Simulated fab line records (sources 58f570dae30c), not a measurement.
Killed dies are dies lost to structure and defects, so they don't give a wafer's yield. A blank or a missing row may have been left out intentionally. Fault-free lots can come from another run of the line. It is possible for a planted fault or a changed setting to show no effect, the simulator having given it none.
Which tool is to blame? -- flow berkeleyCmos170 -- 13 lots with 39 wafers sampled at 6 steps, on a route of 331 steps

## WHAT THE GAUGES READ, wafer by wafer
UCB170_SILICIDE_RS_MEAS_02: the measuring method here is four-point-probe.
lot,measured,on,SILICIDE_TI_RS (ohm/sq)
L131,day 7 04:56,filmMetro-01,25.8 25.8 26.2
L132,day 7 05:15,filmMetro-01,26.3 26.2 26.1
L136,day 7 23:55,filmMetro-01,26.0 25.9 26.6
L135,day 8 00:34,filmMetro-01,25.5 26.0 26.0
L140,day 8 09:59,filmMetro-04,26.7 26.0 25.9
L142,day 8 17:52,filmMetro-01,26.4 26.3 26.2
L141,day 8 18:13,filmMetro-02,26.4 26.6 26.4
L143,day 9 11:03,filmMetro-02,25.5 25.4 26.0
L146,day 9 17:38,filmMetro-04,25.7 26.5 26.8
L144,day 9 18:00,filmMetro-04,26.5 26.2 26.2
L145,day 9 18:14,filmMetro-04,26.0 26.0 26.3
L147,day 9 18:23,filmMetro-02,32.9 26.6 26.2
L148,day 10 23:19,filmMetro-01,27.1 26.2 26.9

UCB170_SILICIDE_THK_MEAS_03: measures by xrf.
lot,measured,on,SILICIDE_TI_THK (nm)
L131,day 7 05:02,filmMetro-01,30.5 30.6 30.3
L132,day 7 05:21,filmMetro-01,30.1 30.0 30.2
L136,day 8 00:01,filmMetro-01,30.5 30.5 30.1
L135,day 8 00:40,filmMetro-01,31.1 30.7 30.5
L140,day 8 10:05,filmMetro-04,29.6 30.2 30.4
L142,day 8 17:59,filmMetro-01,30.1 30.1 30.2
L141,day 8 18:19,filmMetro-02,30.2 30.0 30.0
L143,day 9 11:09,filmMetro-02,31.2 31.4 30.8
L146,day 9 17:44,filmMetro-04,30.8 29.8 29.7
L144,day 9 18:06,filmMetro-04,30.0 30.2 30.2
L145,day 9 18:21,filmMetro-04,30.3 30.5 30.2
L147,day 9 18:31,filmMetro-02,25.1 30.0 30.5
L148,day 10 23:26,filmMetro-01,29.3 30.2 29.5

UCB170_CONTACT_THK_MEAS_02.
lot,measured,on,CONTACT_PSG_THK (nm)
L131,day 7 07:09,filmMetro-04,718 713 716
L132,day 7 08:57,filmMetro-04,690 692 701
L136,day 8 02:30,filmMetro-02,708 700 699
L135,day 8 03:35,filmMetro-02,688 691 690
L140,day 8 12:12,filmMetro-04,693 691 700
L142,day 8 20:07,filmMetro-02,685 684 689
L141,day 8 21:27,filmMetro-03,700 696 693
L143,day 9 14:09,filmMetro-04,690 687 691
L146,day 9 22:56,filmMetro-02,695 694 695
L144,day 9 22:57,filmMetro-03,691 691 690
L145,day 9 22:58,filmMetro-04,686 684 682
L147,day 9 22:59,filmMetro-02,686 683 683
L148,day 11 03:02,filmMetro-02,693 687 687

UCB170_M1_OVL_MEAS_10.
lot,measured,on,M1_OVL (nm)
L131,day 7 14:35,overlay-02,2 -1 -7
L132,day 7 17:39,overlay-01,1 1 -2
L136,day 8 07:40,overlay-02,4 10 5
L135,day 8 08:53,overlay-01,-2 -3 -8
L140,day 8 19:21,overlay-02,-7 -4 0
L142,day 9 02:13,overlay-01,-13 -1 -1
L141,day 9 03:40,overlay-02,0 -2 -6
L143,day 9 18:25,overlay-02,3 0 3
L146,day 10 03:20,overlay-02,-9 -15 -11
L144,day 10 03:37,overlay-01,-7 -5 -3
L145,day 10 03:43,overlay-02,3 0 -2
L147,day 10 03:54,overlay-01,0 -5 4
L148,day 11 07:28,overlay-01,-10 -13 -12

## EACH LOT AND THE TOOL THAT RAN IT (in order: tool; ch and the chambers of the sampled wafers; start)
lot,UCB170_SILICIDE_SPUTTER_01,UCB170_CONTACT_ETCH_18
L131,"pvdSputter-02, day 7 04:53","rieDiel-02 ch 0,2, day 7 14:35 or earlier"
L132,"pvdSputter-04, day 7 05:11","rieDiel-03 ch 0,1, day 7 17:39 or earlier"
L136,"pvdSputter-04, day 7 23:50","rieDiel-04 ch 0,1, day 8 07:40 or earlier"
L135,"pvdSputter-02, day 8 00:29","rieDiel-04 ch 0,1,3, day 8 08:53 or earlier"
L140,"pvdSputter-04, day 8 09:55","rieDiel-04 ch 0,1, day 8 19:21 or earlier"
L142,"pvdSputter-02, day 8 17:49","rieDiel-03 ch 0,1,2, day 9 02:13 or earlier"
L141,"pvdSputter-01, day 8 18:08","rieDiel-03 ch 1,2, day 9 03:40 or earlier"
L143,"pvdSputter-04, day 9 10:59","rieDiel-02 ch 0,1, day 9 18:25 or earlier"
L146,"pvdSputter-04, day 9 17:35","rieDiel-02 ch 1,2,3, day 10 03:20 or earlier"
L144,"pvdSputter-01, day 9 17:56","rieDiel-03 ch 0,1, day 10 03:37 or earlier"
L145,"pvdSputter-02, day 9 18:12","rieDiel-04 ch 0,1,3, day 10 03:43 or earlier"
L147,"pvdSputter-04, day 9 18:22","rieDiel-02 ch 0,1,3, day 10 03:54 or earlier"
L148,"pvdSputter-02, day 10 23:16","rieDiel-03 ch 0,2,3, day 11 07:28 or earlier"
- UCB170_SILICIDE_SPUTTER_01: material Ti, target thk 30 nm, time 25 s.
- UCB170_CONTACT_ETCH_18: etches PSG in CHF3/CF4/Ar, stops on TiSi2, target depth 840 nm, time 195 s.

## WHAT THE TOOLS THEMSELVES READ (means of the sampled wafers that have a number; where no wafer has one, the mark that the record gives instead)
UCB170_SILICIDE_SPUTTER_01.
lot,tool,throttleValvePct (%)
L131,pvdSputter-02,30.0
L132,pvdSputter-04,29.7
L136,pvdSputter-04,29.8
L135,pvdSputter-02,29.7
L140,pvdSputter-04,29.7
L142,pvdSputter-02,30.6
L141,pvdSputter-01,30.9
L143,pvdSputter-04,30.0
L146,pvdSputter-04,30.2
L144,pvdSputter-01,31.7
L145,pvdSputter-02,29.5
L147,pvdSputter-04,29.8
L148,pvdSputter-02,30.6

UCB170_CONTACT_ETCH_18.
lot,tool,drypumpMotorCurrentA (A),oesProductAu (a.u.),throttleValvePct (%)
L131,rieDiel-02,5.7,0.921,6.97
L132,rieDiel-03,6.1,0.901,6.82
L136,rieDiel-04,5.5,0.900,6.93
L135,rieDiel-04,5.6,0.890,7.02
L140,rieDiel-04,5.5,0.896,6.93
L142,rieDiel-03,5.8,0.886,6.95
L141,rieDiel-03,5.5,0.898,7.07
L143,rieDiel-02,5.9,0.871,7.02
L146,rieDiel-02,5.5,0.885,6.98
L144,rieDiel-03,5.6,0.905,6.83
L145,rieDiel-04,5.6,0.883,7.02
L147,rieDiel-02,5.7,0.863,7.04
L148,rieDiel-03,6.0,0.886,6.99

## THE ANSWER, worked out from the rows above alone
Rule: the lots themselves supply what counts as usual. The widest of any qualifying gaps counts: lots, ordered by their means at a reading, are off when they make up no more than a third of the lots, leave a main group of 4 or more, and stand apart from it by 3 or more times the standard deviation of that group's means. Not used: any main group whose means are identical at the precision the tables above print for the reading. Also off: a lot with no number at a reading for which 4 or more lots have one. Where the step has rows for the other lots, those lots are counted as sound. After the gauges, taken in route order, come the tools' own readings; for these a lot's mean is taken, as printed above. At the first step where some lot is off, the reading lying furthest off is the one used; lots without a number count as furthest.
Off: at UCB170_SILICIDE_RS_MEAS_02 (SILICIDE_TI_RS), L147. The main group has a mean of 26.2 ohm/sq with a standard deviation of 0.28.
If a tool, at a process step before that reading, ran all the lots that are off and no sound lot after the first of them, it fits. Those tools and the gauges at UCB170_SILICIDE_RS_MEAS_02 are tried in the same way. This does not decide it: 2 tools fit, namely pvdSputter-04 at UCB170_SILICIDE_SPUTTER_01 and filmMetro-02 at UCB170_SILICIDE_RS_MEAS_02.

## WHAT WAS PUT IN BY THE SIMULATOR
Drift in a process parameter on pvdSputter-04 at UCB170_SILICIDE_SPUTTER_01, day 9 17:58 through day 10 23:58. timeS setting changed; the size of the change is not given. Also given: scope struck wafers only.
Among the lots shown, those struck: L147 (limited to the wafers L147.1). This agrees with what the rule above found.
